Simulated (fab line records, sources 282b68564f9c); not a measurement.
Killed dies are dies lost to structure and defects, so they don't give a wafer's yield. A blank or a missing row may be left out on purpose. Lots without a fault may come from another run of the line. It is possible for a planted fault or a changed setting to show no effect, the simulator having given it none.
A sampling plan put to the test + flow rit-cmos + each of the 15 faults these records tell of, on one fab line, judged from the records of the lots it struck
The plan consists of the line's own looks: route steps at which the wafer is read by a gauge or an inspection but not changed. A look is open to judgement when struck wafers have a number at it and the file gives its usual mean and standard deviation on fault-free wafers. Caught: 4 or more of those standard deviations (sigma) separate the usual mean from the mean of the struck wafers at a look after the fault's first step. On the tool: the same test on the tool's own readings at the fault's steps. Caught also covers a different recipe on the struck wafers, or a record left blank for those wafers only.

THE FAULTS, as the simulator had put them in
1. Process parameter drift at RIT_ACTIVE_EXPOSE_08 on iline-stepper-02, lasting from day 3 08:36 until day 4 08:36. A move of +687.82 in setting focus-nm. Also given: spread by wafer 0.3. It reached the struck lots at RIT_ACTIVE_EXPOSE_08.
2. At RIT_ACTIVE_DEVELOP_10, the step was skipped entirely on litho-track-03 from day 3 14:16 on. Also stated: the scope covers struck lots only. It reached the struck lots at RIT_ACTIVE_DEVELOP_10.
3. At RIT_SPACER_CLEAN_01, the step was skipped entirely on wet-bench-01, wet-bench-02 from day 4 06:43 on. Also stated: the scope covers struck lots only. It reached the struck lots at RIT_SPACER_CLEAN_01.
4. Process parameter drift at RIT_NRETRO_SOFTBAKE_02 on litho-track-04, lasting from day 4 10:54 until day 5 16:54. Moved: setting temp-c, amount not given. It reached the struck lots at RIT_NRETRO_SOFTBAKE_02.
5. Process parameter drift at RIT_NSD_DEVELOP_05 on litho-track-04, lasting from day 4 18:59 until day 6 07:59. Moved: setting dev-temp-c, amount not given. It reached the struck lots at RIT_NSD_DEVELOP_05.
6. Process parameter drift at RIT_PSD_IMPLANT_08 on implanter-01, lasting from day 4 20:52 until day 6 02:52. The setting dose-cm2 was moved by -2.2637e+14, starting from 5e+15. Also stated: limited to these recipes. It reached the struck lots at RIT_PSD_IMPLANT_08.
7. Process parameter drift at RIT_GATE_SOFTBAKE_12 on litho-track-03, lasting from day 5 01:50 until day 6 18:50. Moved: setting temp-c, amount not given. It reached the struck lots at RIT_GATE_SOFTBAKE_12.
8. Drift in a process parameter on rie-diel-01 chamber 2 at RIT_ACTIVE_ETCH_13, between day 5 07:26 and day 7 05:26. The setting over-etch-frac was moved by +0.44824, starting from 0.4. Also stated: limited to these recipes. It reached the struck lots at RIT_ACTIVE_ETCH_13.
9. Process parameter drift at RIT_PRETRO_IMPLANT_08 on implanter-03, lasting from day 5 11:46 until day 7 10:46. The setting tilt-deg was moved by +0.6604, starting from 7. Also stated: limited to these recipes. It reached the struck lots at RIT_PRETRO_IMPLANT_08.
10. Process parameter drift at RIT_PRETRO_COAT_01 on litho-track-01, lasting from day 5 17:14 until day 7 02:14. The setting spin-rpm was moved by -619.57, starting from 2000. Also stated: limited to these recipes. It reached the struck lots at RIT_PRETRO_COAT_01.
11. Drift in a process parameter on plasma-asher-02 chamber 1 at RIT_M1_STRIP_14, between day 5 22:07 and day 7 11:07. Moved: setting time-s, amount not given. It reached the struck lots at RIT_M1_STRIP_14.
12. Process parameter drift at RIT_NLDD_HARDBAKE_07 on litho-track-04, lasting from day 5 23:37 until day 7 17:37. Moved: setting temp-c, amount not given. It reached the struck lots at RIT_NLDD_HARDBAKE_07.
13. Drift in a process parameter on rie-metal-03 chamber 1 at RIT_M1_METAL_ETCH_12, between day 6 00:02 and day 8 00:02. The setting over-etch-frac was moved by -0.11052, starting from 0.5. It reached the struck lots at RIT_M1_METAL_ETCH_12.
14. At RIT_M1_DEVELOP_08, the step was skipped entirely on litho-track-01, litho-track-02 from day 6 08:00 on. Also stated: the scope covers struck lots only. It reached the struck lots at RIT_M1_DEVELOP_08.
15. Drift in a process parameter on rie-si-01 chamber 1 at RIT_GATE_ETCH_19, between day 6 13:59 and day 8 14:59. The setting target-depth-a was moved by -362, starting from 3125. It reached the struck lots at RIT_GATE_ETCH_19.

WHAT THE PLAN SAW
| fault | on the tool itself                               | first look that catches it                      | reading, sigma | median hours from its first step to that look | hours from the fault's start to the first struck lot there | judged looks passed uncaught |
|-------|--------------------------------------------------|-------------------------------------------------|----------------|-----------------------------------------------|------------------------------------------------------------|------------------------------|
| 1     | exposure-dose-mJ-cm2 -22 sigma                   | no look after it can be judged                  | -              | -                                             | -                                                          | 0                            |
| 2     | the tool's record is blank for the struck wafers | no look after it can be judged                  | -              | -                                             | -                                                          | 0                            |
| 3     | the tool's record is blank for the struck wafers | none of the 2 looks that can be judged after it | -              | -                                             | -                                                          | 2                            |
| 4     | heater-power-total-W +8.0 sigma                  | none of the 2 looks that can be judged after it | -              | -                                             | -                                                          | 2                            |
| 5     | developer-temp-C -9.2 sigma                      | no look after it can be judged                  | -              | -                                             | -                                                          | 0                            |
| 6     | dose-ions-cm2 -38 sigma                          | no look after it can be judged                  | -              | -                                             | -                                                          | 0                            |
| 7     | heater-power-total-W -15 sigma                   | no look after it can be judged                  | -              | -                                             | -                                                          | 0                            |
| 8     | oes-product-au -6.6 sigma                        | no look after it can be judged                  | -              | -                                             | -                                                          | 0                            |
| 9     | tilt-deg +32 sigma                               | no look after it can be judged                  | -              | -                                             | -                                                          | 0                            |
| 10    | spin-speed-rpm -99 or beyond sigma               | no look after it can be judged                  | -              | -                                             | -                                                          | 0                            |
| 11    | run-length-s +58 sigma                           | not the one look that can be judged after it    | -              | -                                             | -                                                          | 1                            |
| 12    | heater-power-total-W +13 sigma                   | not the one look that can be judged after it    | -              | -                                             | -                                                          | 1                            |
| 13    | only faintly: oes-product-au +2.5 sigma          | no look after it can be judged                  | -              | -                                             | -                                                          | 0                            |
| 14    | the tool's record is blank for the struck wafers | no look after it can be judged                  | -              | -                                             | -                                                          | 0                            |
| 15    | oes-product-au +5.6 sigma                        | no look after it can be judged                  | -              | -                                             | -                                                          | 0                            |
Dash: fault not caught, or number not given in these records.

Caught at a look: 0 of 15. Caught on the tool: 14 of 15. By one or the other: 14 of 15.
Caught on the tool alone: faults 1, 2, 3, 4, 5, 6, 7, 8, 9, 10, 11, 12, 14, 15.
Caught by neither: fault 13.
